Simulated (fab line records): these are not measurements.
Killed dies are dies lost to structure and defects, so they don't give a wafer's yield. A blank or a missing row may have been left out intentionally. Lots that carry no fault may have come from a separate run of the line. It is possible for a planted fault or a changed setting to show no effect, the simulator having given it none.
Which tool is to blame? | flow berkeley_cmos170 | Sampling: 7 lots, 21 wafers, 2 of 331 route steps

== WHAT THE GAUGES READ, wafer by wafer ==
UCB170_ACTIVE_CD_MEAS_13: target cd 1200 nm.
lot  | measured    | on        | cd_nm (nm)
L544 | day 4 12:46 | cd_sem-01 | 1201.1 1200.1 1201.3
L546 | day 5 04:52 | cd_sem-02 | 1200.7 1200.2 1199.2
L548 | day 5 12:43 | cd_sem-02 | 1190.1 1191.2 1191.8
L555 | day 6 19:22 | cd_sem-01 | 1200.2 1199.8 1199.5
L557 | day 7 16:29 | cd_sem-01 | 1201.5 1200.4 1201.1
L561 | day 8 02:04 | cd_sem-02 | 1200.7 1202.2 1202.1
L563 | day 8 17:31 | cd_sem-01 | 1201.2 1201.3 1201.9

== WHAT TOOL EACH LOT RAN ON (gives the tool, then ch and the chambers of the sampled wafers, and finally the start) ==
lot  | UCB170_ACTIVE_PEB_11
L544 | litho_track-04 ch 0, day 4 12:25
L546 | litho_track-03 ch 0, day 5 04:35
L548 | litho_track-03 ch 0, day 5 12:26
L555 | litho_track-02 ch 0, day 6 19:05
L557 | litho_track-02 ch 0, day 7 16:13
L561 | litho_track-04 ch 0, day 8 01:47
L563 | litho_track-03 ch 0, day 8 17:15
- UCB170_ACTIVE_PEB_11

== THE ANSWER, worked out from the rows above alone ==
Rule: the usual values come from the lots themselves. Put in order of their means at a reading, lots are off if they are a third of the lots or fewer, leave a main group of 4 or more, and stand apart from it by a gap of 3 or more times the standard deviation of the main group's means; of several such gaps the widest counts. The tables above print the reading to a certain number of digits; a main group whose means all agree to those digits is not used. Also off: a lot with no number at a reading for which 4 or more lots have one. Any other lot the step has rows for is counted as sound.
Off, at UCB170_ACTIVE_CD_MEAS_13 on cd_nm: L548. For the main group the mean is 1200.8 nm and the standard deviation 0.68.
A tool fits if, at a process step before that reading, it ran every lot that is off, and no sound lot after the first of them. The gauges at UCB170_ACTIVE_CD_MEAS_13 are tried like those tools. Of those tried, none fits.

== WHAT THE SIMULATOR HAD PUT IN ==
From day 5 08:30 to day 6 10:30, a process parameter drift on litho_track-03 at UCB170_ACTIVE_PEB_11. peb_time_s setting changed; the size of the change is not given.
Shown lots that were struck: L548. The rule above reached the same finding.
